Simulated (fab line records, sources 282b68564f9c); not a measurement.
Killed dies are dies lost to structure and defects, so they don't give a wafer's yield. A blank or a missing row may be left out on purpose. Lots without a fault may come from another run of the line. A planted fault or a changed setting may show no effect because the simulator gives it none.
fab line records | flow rit_cmos
record lots=13 wafers=39 last_day=7
route steps=202 shown PRETRO@73 M1@202
lots that met no fault: from a run of the same line without faults
start_h: hours from the record's first day to the start of the lot's first wafer shown | wait_h: hours since the lot's step before | " the same as in the row above | L1.1+2: a row that stands for several wafers | - no value, or no start given | * or withheld: withheld | < > ~ a bound
route shown NAME@n: a module of which the file shows steps, and the number in the route of the first | usual: mean/standard deviation of fault-free wafers | same: alike in all rows | chamber/n: place in a boat | sites: the reading at each site | _std_site: their standard deviation | _edge_site: outer sites' mean less inner sites' | radius_mm: how far each site lies from the wafer's centre | mask NAME#n: copy n | behind: the tool/chamber that last shaped the wafer | hold: why the lot was held/for how many hours/how that ended | device: the transistor (n, p or np) that didn't switch | end of line: the same wafers' tests at the end of the route | a step without rows: its recipe alone | killed: dies lost to structure and defects at the first sort, not the wafer's yield | map: a wafer's dies, x killed, . not, _ none there
set.NAME: the setting as run; set.NAME@STEP: as run at that earlier step | model.NAME: the simulator's own value behind a step, which no gauge read
steps of the route over a sample of lots; a table a step, a row a wafer
services: from which hour (start_h, from the record's first day; less than 0 if before it) a tool's chamber was out of use, for how many hours, and why
## steps
# step RIT_PRETRO_STRIP_09
# recipe chemistry=O2 time_s=180 resist=NOVOLAK platen_temp_c=withheld power_w=500 pressure_mtorr=4000 o2_flow_sccm=4000
# usual drypump_motor_current_A=5.98/0.29 o2_flow_sccm=4000/11 rf_refl_power_W=7.0/1.2 run_length_s=208.6/0.42
# columns lot.wafer tool chamber start_h wait_h drypump_motor_current_A o2_flow_sccm rf_hours_counter_h rf_refl_power_W run_length_s
L188.1 plasma_asher-01 1 33.53 0.1 6.06 3987 35 6.0 208.5
L188.2 " 0 " " 5.58 3998 35 5.5 209.1
L188.3 " 1 " " 6.06 3984 - 6.0 208.7
L189.1 plasma_asher-04 0 41.02 0.1 6.30 3994 25 8.3 207.8
L189.4 " 1 " " 5.61 4004 - 7.0 208.6
L189.5 " 1 " " 5.61 4013 - 7.1 208.3
L190.2 plasma_asher-03 0 43.62 0.1 5.94 3995 44 8.7 208.6
L190.4 " 0 " " 5.93 3975 - 8.7 209.0
L190.6 " 0 " " 5.92 3993 - 8.7 208.9
L191.2 plasma_asher-01 0 48.53 0.1 5.57 3983 36 5.6 209.5
L191.3 " 1 " " 6.08 4026 - 6.1 208.7
L191.6 " 1 " " 6.08 3987 - 6.1 208.7
L194.1 plasma_asher-01 1 66.50 0.1 6.09 3999 38 5.9 208.6
L194.3 " 1 " " 6.08 4008 - 6.0 208.8
L194.6 " 1 " " 6.06 3997 - 6.1 208.9
L199.2 plasma_asher-04 0 92.02 0.1 6.31 3998 30 8.0 27.5
L199.3 " 0 " " 6.31 4006 - 7.9 27.1
L199.6 " 1 " " 5.59 3996 - 7.0 27.6
L202.1 plasma_asher-03 1 103.85 0.1 6.30 4005 50 5.8 208.2
L202.2 " 0 " " 5.93 4008 50 8.3 208.7
L202.3 " 1 " " 6.28 4013 - 6.1 208.3
L203.1 plasma_asher-03 1 109.64 0.1 6.30 3980 50 6.3 208.4
L203.3 " 0 " " 5.97 3998 - 9.0 209.0
L203.4 " 1 " " 6.30 3980 - 6.1 208.3
L204.2 plasma_asher-03 1 112.40 0.1 6.28 3995 51 6.0 208.6
L204.4 " 0 " " 5.93 4001 - 8.7 208.8
L204.5 " 0 " " 5.94 4004 - 8.4 208.9
L206.1 plasma_asher-03 0 126.24 0.1 5.94 4018 52 8.6 208.8
L206.2 " 1 " " 6.29 3997 52 6.1 208.6
L206.5 " 0 " " 5.95 4002 - 8.5 209.3
L209.1 plasma_asher-04 0 140.89 0.1 6.28 4007 35 8.4 208.2
L209.3 " 1 " " 5.56 3992 - 6.5 208.4
L209.6 " 0 " " 6.31 3994 - 8.2 208.2
L210.3 plasma_asher-03 1 145.74 0.2 6.32 4005 - 6.1 208.2
L210.5 " 0 " " 5.95 4008 - 8.8 208.7
L210.6 " 1 " " 6.30 4001 - 6.2 208.3
L211.1 plasma_asher-04 1 147.05 0.1 5.61 3987 36 6.7 208.7
L211.2 " 0 " " 6.26 4014 36 7.9 208.0
L211.4 " 1 " " 5.61 3996 - 6.8 208.7
# step RIT_M1_PROBE_99
# usual killed_at_contacts=0.1/0.31 killed_at_front_end=7/3 killed_dies=7/3 killed_on_rim=1.8/1.2 killed_open=3.2/1.9 killed_short=3.6/2.2
# same gross_dies=264 killed_at_M0_to_M3=0 killed_at_M4_up=0 killed_at_back_side=0 killed_at_other=0
# columns lot.wafer tool chamber start_h wait_h hold killed_at_contacts killed_at_front_end killed_dies killed_on_rim killed_open killed_short
L188.1 prober-02 - 61.86 0.1 - 0 7 7 3 5 2
L188.2 prober-02 - 61.91 0.1 - 0 11 11 3 5 6
L188.3 prober-02 - 61.96 0.2 - 0 5 5 2 2 3
L189.1 prober-01 - 72.33 0.1 - 0 10 10 1 1 8
L189.4 prober-01 - 72.48 0.2 - 0 5 5 3 3 1
L189.5 prober-01 - 72.53 0.2 - 0 6 6 1 4 1
L190.2 prober-02 - 75.93 0.1 - 0 6 6 2 2 4
L190.4 prober-02 - 76.03 0.2 - 1 10 11 3 6 5
L190.6 prober-02 - 76.13 0.2 - 0 6 6 0 4 2
L191.2 prober-01 - 79.02 0.1 - 0 8 8 2 6 2
L191.3 prober-01 - 79.07 0.2 - 0 12 12 4 7 5
L191.6 prober-01 - 79.22 0.2 - 0 9 9 4 2 7
L194.1 prober-02 - 94.39 0.1 - 0 7 7 2 3 4
L194.3 prober-02 - 94.49 0.2 - 0 10 10 4 5 5
L194.6 prober-02 - 94.64 0.2 - 0 15 15 1 10 5
L199.2 prober-01 - 119.47 0.1 await_dispo/2.1h/scrap 0 264 264 70 2 1
L199.3 prober-01 - 119.52 0.2 await_dispo/2.1h/scrap 0 264 264 70 2 3
L199.6 prober-01 - 119.67 0.2 await_dispo/2.1h/scrap 0 264 264 70 4 6
L202.1 prober-02 - 133.79 0.1 - 0 8 8 0 2 6
L202.2 prober-02 - 133.84 0.1 - 0 7 7 2 3 4
L202.3 prober-02 - 133.89 0.2 - 1 9 10 1 4 6
L203.1 prober-01 - 135.84 0.1 - 0 9 9 2 5 3
L203.3 prober-01 - 135.94 0.2 - 0 3 3 1 2 1
L203.4 prober-01 - 135.99 0.2 - 0 4 4 1 2 2
L204.2 prober-02 - 139.04 0.1 - 1 9 10 4 2 8
L204.4 prober-02 - 139.14 0.2 - 0 10 10 3 7 3
L204.5 prober-02 - 139.19 0.2 - 0 12 12 3 4 8
L206.1 prober-02 - 154.26 0.1 - 0 8 8 3 5 3
L206.2 prober-02 - 154.31 0.1 - 0 13 13 4 9 4
L206.5 prober-02 - 154.46 0.2 - 0 8 8 0 3 5
L209.1 prober-01 - 168.44 0.1 - 1 8 9 2 3 6
L209.3 prober-01 - 168.54 0.2 - 0 15 15 3 6 9
L209.6 prober-01 - 168.69 0.2 - 1 5 6 1 1 5
L210.3 prober-02 - 172.82 0.2 - 0 6 6 2 2 4
L210.5 prober-02 - 172.92 0.2 - 0 5 5 1 2 3
L210.6 prober-02 - 172.97 0.2 - 0 5 5 3 3 2
L211.1 prober-01 - 174.22 0.1 - 0 8 8 3 5 3
L211.2 prober-01 - 174.27 0.1 - 0 4 4 3 2 2
L211.4 prober-01 - 174.37 0.2 - 0 3 3 0 2 1
# killed by level:class
L188.1 REOX:geometric_particle:open=2 REOX:geometric_particle:short=2 GATE:geometric_particle:open=1 SPACER:geometric_particle:open=1 SILICIDE:geometric_particle:open=1
L188.2 GATE:geometric_particle:short=2 REOX:geometric_particle:short=2 SPACER:geometric_particle:short=2 FOX1:geometric_particle:open=1 GATE:geometric_particle:open=1 REOX:geometric_particle:open=1 SPACER:geometric_particle:open=1 SILICIDE:geometric_particle:open=1
L188.3 FOX1:geometric_particle:short=2 GATE:geometric_particle:open=1 REOX:geometric_particle:short=1 SPACER:geometric_particle:open=1
L189.1 SILICIDE:geometric_particle:short=4 GATE:geometric_particle:short=3 SPACER:geometric_particle:short=1 SILICIDE:geometric_particle:open=1 PWELL:coat_microbubble_printed=1
L189.4 REOX:geometric_particle:open=1 SPACER:geometric_particle:open=1 SILICIDE:geometric_particle:open=1 SILICIDE:geometric_particle:short=1 PSD:coat_microbubble_printed=1
L189.5 SPACER:geometric_particle:open=2 GATE:geometric_particle:open=1 GATE:geometric_particle:short=1 REOX:geometric_particle:open=1 PSD:coat_microbubble_printed=1
L190.2 GATE:geometric_particle:short=2 FOX1:geometric_particle:open=1 FOX1:geometric_particle:short=1 SPACER:geometric_particle:short=1 SPACER:geometric_particle:open=1
L190.4 FOX2:geometric_particle:short=2 GATE:geometric_particle:short=2 REOX:geometric_particle:open=2 SPACER:geometric_particle:open=2 FOX2:geometric_particle:open=1 GATE:geometric_particle:open=1 CONTACT:geometric_particle:short=1
L190.6 SPACER:geometric_particle:open=2 FOX2:geometric_particle:open=1 GATE:geometric_particle:open=1 GATE:geometric_particle:short=1 SPACER:geometric_particle:short=1
L191.2 GATE:geometric_particle:open=2 GATE:geometric_particle:short=2 SILICIDE:geometric_particle:open=2 FOX2:geometric_particle:open=1 SPACER:geometric_particle:open=1
L191.3 GATE:geometric_particle:short=2 REOX:geometric_particle:open=2 SPACER:geometric_particle:open=2 SPACER:geometric_particle:short=2 SILICIDE:geometric_particle:open=2 GATE:geometric_particle:open=1 REOX:geometric_particle:short=1
L191.6 GATE:geometric_particle:short=5 ACTIVE:geometric_particle:short=1 FOX1:geometric_particle:open=1 SILICIDE:geometric_particle:short=1 SILICIDE:geometric_particle:open=1
L194.1 FOX2:geometric_particle:short=1 FOX2:geometric_particle:open=1 GATE:geometric_particle:short=1 GATE:geometric_particle:open=1 REOX:geometric_particle:short=1 SPACER:geometric_particle:open=1 SILICIDE:geometric_particle:short=1
L194.3 GATE:geometric_particle:short=2 GATE:geometric_particle:open=2 REOX:geometric_particle:short=2 SPACER:geometric_particle:open=2 REOX:geometric_particle:open=1 SPACER:geometric_particle:short=1
L194.6 GATE:geometric_particle:open=6 FOX2:geometric_particle:short=2 REOX:geometric_particle:open=2 FOX1:geometric_particle:short=1 FOX1:geometric_particle:open=1 GATE:geometric_particle:short=1 SPACER:geometric_particle:short=1 SPACER:geometric_particle:open=1
L199.2 GATE:area_oxidation=261 GATE:geometric_particle:open=1 REOX:geometric_particle:open=1 SPACER:geometric_particle:short=1
L199.3 GATE:area_oxidation=259 FOX1:geometric_particle:open=1 FOX2:geometric_particle:short=1 GATE:geometric_particle:short=1 REOX:geometric_particle:short=1 REOX:geometric_particle:open=1
L199.6 GATE:area_oxidation=254 REOX:geometric_particle:short=3 SPACER:geometric_particle:short=2 FOX2:geometric_particle:open=1 GATE:geometric_particle:short=1 REOX:geometric_particle:open=1 SPACER:geometric_particle:open=1 SILICIDE:geometric_particle:open=1
L202.1 GATE:geometric_particle:short=4 GATE:geometric_particle:open=2 SPACER:geometric_particle:short=1 SILICIDE:geometric_particle:short=1
L202.2 SPACER:geometric_particle:short=2 SPACER:geometric_particle:open=2 FOX1:geometric_particle:open=1 FOX2:geometric_particle:short=1 GATE:geometric_particle:short=1
L202.3 REOX:geometric_particle:open=3 FOX1:geometric_particle:short=2 GATE:geometric_particle:open=1 GATE:geometric_particle:short=1 SPACER:geometric_particle:short=1 SILICIDE:geometric_particle:short=1 CONTACT:geometric_particle:short=1
L203.1 FOX1:geometric_particle:short=3 REOX:geometric_particle:open=2 SILICIDE:geometric_particle:open=2 GATE:geometric_particle:open=1 NRETRO:coat_microbubble_printed=1
L203.3 GATE:geometric_particle:open=1 REOX:geometric_particle:short=1 SPACER:geometric_particle:open=1
L203.4 REOX:geometric_particle:short=2 FOX2:geometric_particle:open=1 REOX:geometric_particle:open=1
L204.2 GATE:geometric_particle:short=3 FOX1:geometric_particle:short=2 FOX2:geometric_particle:short=1 REOX:geometric_particle:open=1 SPACER:geometric_particle:open=1 SILICIDE:geometric_particle:short=1 CONTACT:geometric_particle:short=1
L204.4 GATE:geometric_particle:open=2 GATE:geometric_particle:short=2 SPACER:geometric_particle:open=2 SILICIDE:geometric_particle:open=2 FOX1:geometric_particle:open=1 SILICIDE:geometric_particle:short=1
L204.5 GATE:geometric_particle:short=5 FOX1:geometric_particle:short=2 GATE:geometric_particle:open=2 REOX:geometric_particle:open=1 SPACER:geometric_particle:short=1 SILICIDE:geometric_particle:open=1
L206.1 FOX1:geometric_particle:open=4 FOX1:geometric_particle:short=1 FOX2:geometric_particle:short=1 GATE:geometric_particle:open=1 SPACER:geometric_particle:short=1
L206.2 GATE:geometric_particle:open=6 FOX2:geometric_particle:short=2 GATE:geometric_particle:short=2 REOX:geometric_particle:open=2 FOX1:geometric_particle:open=1
L206.5 GATE:geometric_particle:short=4 FOX2:geometric_particle:open=1 GATE:geometric_particle:open=1 SPACER:geometric_particle:open=1 SPACER:geometric_particle:short=1
L209.1 SPACER:geometric_particle:short=3 GATE:geometric_particle:open=2 GATE:geometric_particle:short=1 REOX:geometric_particle:open=1 SILICIDE:geometric_particle:short=1 CONTACT:geometric_particle:short=1
L209.3 GATE:geometric_particle:short=4 GATE:geometric_particle:open=3 SPACER:geometric_particle:open=2 SPACER:geometric_particle:short=2 ACTIVE:geometric_particle:short=1 FOX1:geometric_particle:open=1 FOX2:geometric_particle:short=1 REOX:geometric_particle:short=1
L209.6 GATE:geometric_particle:short=2 SPACER:geometric_particle:short=2 SPACER:geometric_particle:open=1 CONTACT:geometric_particle:short=1
L210.3 FOX1:geometric_particle:short=3 FOX1:geometric_particle:open=1 SPACER:geometric_particle:open=1 SPACER:geometric_particle:short=1
L210.5 GATE:geometric_particle:short=2 GATE:geometric_particle:open=1 SPACER:geometric_particle:open=1 SPACER:geometric_particle:short=1
L210.6 GATE:geometric_particle:open=2 FOX2:geometric_particle:open=1 SPACER:geometric_particle:short=1 SILICIDE:geometric_particle:short=1
L211.1 GATE:geometric_particle:short=2 GATE:geometric_particle:open=2 FOX1:geometric_particle:open=1 FOX2:geometric_particle:open=1 REOX:geometric_particle:short=1 REOX:geometric_particle:open=1
L211.2 FOX1:geometric_particle:short=1 GATE:geometric_particle:open=1 REOX:geometric_particle:short=1 SPACER:geometric_particle:open=1
L211.4 REOX:geometric_particle:open=1 REOX:geometric_particle:short=1 SPACER:geometric_particle:open=1
## services
# columns tool chamber start_h hours kind
plasma_asher-04 - 84.26 1.3 repair
plasma_asher-04 - 103.48 2.8 pm
plasma_asher-01 - 108.75 9.0 pm
plasma_asher-01 0 108.75 9.0 vent_cycle
plasma_asher-01 1 108.75 9.0 vent_cycle
plasma_asher-01 0 117.75 - clean
plasma_asher-01 1 117.75 - clean
## key
first_sign step=RIT_PRETRO_STRIP_09 reading=run_length_s direction=down sigmas=99+ usual=* struck=*
effect step=RIT_M1_PROBE_99 reading=killed_at_front_end direction=up sigmas=85 usual=7 struck=264
more_kills_born_at RIT_GATE_OXIDATION_05@furnace-04=774
met_at RIT_PRETRO_STRIP_09
struck_lots L199
later_rows_left_out L199.2,L199.3,L199.6
tester_left_out L199
onset_between 41.02 92.02
fault kind=strip_aborted tool=plasma_asher-04 chamber=- onset_h=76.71 steps=RIT_PRETRO_STRIP_09 offset=0.85 end_h=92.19
# tester_left_out: of these lots the tester's yield and bins aren't shown, on N5 and GAA mostly nor the transistor test; their killed dies are dies lost to structure and defects alone, not to doping, threshold or leakage, so they don't give the yield
# later_rows_left_out: the simulator's readings of these wafers behind a module that went badly wrong aren't trusted and aren't shown, but for the sort
